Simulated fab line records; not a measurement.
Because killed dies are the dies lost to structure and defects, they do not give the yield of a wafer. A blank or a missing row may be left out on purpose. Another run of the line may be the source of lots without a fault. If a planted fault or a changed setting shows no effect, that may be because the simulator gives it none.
Check for tools in common :: flow berkeley_cmos170 :: 14 lots, 42 wafers sampled

WHY THIS WAS OPENED
Of 14 lots, 2 have the reading GATE_POLY_THK flagged at UCB170_GATE_THK_MEAS_05. Fault-free wafers read 213.7 nm, with a standard deviation of 2.3.
Rule: flag the lot when none of its wafers has a number, or when each of its wafers that has one lies beyond 4 standard deviations from that mean. All remaining lots are regarded as sound.

lot: L590
measured: day 5 21:07
on: film_metro-02
GATE_POLY_THK (nm), wafer by wafer: 213.6 213.2 212.3
flag: 

lot: L587
measured: day 5 21:08
on: film_metro-01
GATE_POLY_THK (nm), wafer by wafer: 212.6 213.1 211.8
flag: 

lot: L591
measured: day 6 18:07
on: film_metro-01
GATE_POLY_THK (nm), wafer by wafer: 215.1 216.0 214.5
flag: 

lot: L592
measured: day 6 18:07
on: film_metro-02
GATE_POLY_THK (nm), wafer by wafer: 211.6 213.0 210.7
flag: 

lot: L593
measured: day 6 18:07
on: film_metro-03
GATE_POLY_THK (nm), wafer by wafer: 212.7 211.5 212.0
flag: 

lot: L594
measured: day 7 04:32
on: film_metro-01
GATE_POLY_THK (nm), wafer by wafer: 214.4 215.1 215.6
flag: 

lot: L595
measured: day 7 04:32
on: film_metro-03
GATE_POLY_THK (nm), wafer by wafer: 219.1 218.3 216.9
flag: 

lot: L599
measured: day 8 01:47
on: film_metro-03
GATE_POLY_THK (nm), wafer by wafer: 213.6 212.6 213.9
flag: 

lot: L603
measured: day 9 11:08
on: film_metro-02
GATE_POLY_THK (nm), wafer by wafer: 354.6 354.1 355.3
flag: FLAGGED

lot: L605
measured: day 9 11:08
on: film_metro-03
GATE_POLY_THK (nm), wafer by wafer: 353.9 355.5 356.6
flag: FLAGGED

lot: L607
measured: day 10 03:59
on: film_metro-03
GATE_POLY_THK (nm), wafer by wafer: 214.6 212.6 213.7
flag: 

lot: L606
measured: day 10 04:01
on: film_metro-01
GATE_POLY_THK (nm), wafer by wafer: 210.0 207.5 210.4
flag: 

lot: L608
measured: day 10 04:01
on: film_metro-02
GATE_POLY_THK (nm), wafer by wafer: 216.4 215.7 214.7
flag: 

lot: L609
measured: day 10 12:50
on: film_metro-01
GATE_POLY_THK (nm), wafer by wafer: 209.0 209.3 209.2
flag: 
The mean of the flagged lots' numbers is 355.0 nm, +141.3 nm from the usual (+61 standard deviations).

EACH LOT AND THE TOOL IT RAN ON
The record keeps 1 process step preceding the reading, out of 331 steps on the route. Cell contents, in order: the tool; ch with the chambers the sampled wafers went through; the start.
lot: L590
flag: 
UCB170_GATE_CVD_04: lpcvd-01 ch 0, day 5 19:43

lot: L587
flag: 
UCB170_GATE_CVD_04: lpcvd-01 ch 1, day 5 19:43

lot: L591
flag: 
UCB170_GATE_CVD_04: lpcvd-01 ch 1, day 6 16:42

lot: L592
flag: 
UCB170_GATE_CVD_04: lpcvd-01 ch 0, day 6 16:42

lot: L593
flag: 
UCB170_GATE_CVD_04: lpcvd-01 ch 0, day 6 16:42

lot: L594
flag: 
UCB170_GATE_CVD_04: lpcvd-02 ch 0, day 7 03:07

lot: L595
flag: 
UCB170_GATE_CVD_04: lpcvd-02 ch 0, day 7 03:07

lot: L599
flag: 
UCB170_GATE_CVD_04: lpcvd-02 ch 1, day 8 00:22

lot: L603
flag: FLAGGED
UCB170_GATE_CVD_04: lpcvd-01 ch 0, day 9 09:43

lot: L605
flag: FLAGGED
UCB170_GATE_CVD_04: lpcvd-01 ch 0, day 9 09:43

lot: L607
flag: 
UCB170_GATE_CVD_04: lpcvd-02 ch 0, day 10 02:35

lot: L606
flag: 
UCB170_GATE_CVD_04: lpcvd-02 ch 1, day 10 02:35

lot: L608
flag: 
UCB170_GATE_CVD_04: lpcvd-02 ch 0, day 10 02:35

lot: L609
flag: 
UCB170_GATE_CVD_04: lpcvd-02 ch 0, day 10 11:26
These steps, and what they do:
- UCB170_GATE_CVD_04: deposits poly-Si from SiH4, time 1440 s, target thk 214 nm.
- UCB170_GATE_THK_MEAS_05

FLAGGED OVER TOTAL, TOOL BY TOOL (the gauges that took the reading come last)
step: UCB170_GATE_CVD_04
tool: lpcvd-01
lots run: 7
flagged: 2
share of the flagged lots: all
sound lots run after its first flagged lot: 0

step: UCB170_GATE_CVD_04
tool: lpcvd-02
lots run: 7
flagged: 0
share of the flagged lots: none
sound lots run after its first flagged lot: -

step: UCB170_GATE_THK_MEAS_05
tool: film_metro-01
lots run: 5
flagged: 0
share of the flagged lots: none
sound lots run after its first flagged lot: -

step: UCB170_GATE_THK_MEAS_05
tool: film_metro-02
lots run: 4
flagged: 1
share of the flagged lots: some
sound lots run after its first flagged lot: 1 (L608)

step: UCB170_GATE_THK_MEAS_05
tool: film_metro-03
lots run: 5
flagged: 1
share of the flagged lots: some
sound lots run after its first flagged lot: 1 (L607)

WHAT THE TABLE PERMITS
Rows of the table that ran each flagged lot: 1, that is lpcvd-01 at UCB170_GATE_CVD_04.
- lpcvd-01 at UCB170_GATE_CVD_04: 2 of its 7 lots flagged. Its last sound lot is L591 (day 6 16:42), its first flagged lot L603 (day 9 09:43): a fault that began between those two fits.
Just one tool remains: lpcvd-01 at UCB170_GATE_CVD_04.

WHAT HAD BEEN PUT IN BY THE SIMULATOR
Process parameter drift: lpcvd-01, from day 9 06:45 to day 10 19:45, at UCB170_GATE_CVD_04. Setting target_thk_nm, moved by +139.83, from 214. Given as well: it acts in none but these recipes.
Lots struck among those shown: L603, L605. Same finding as the rule above.
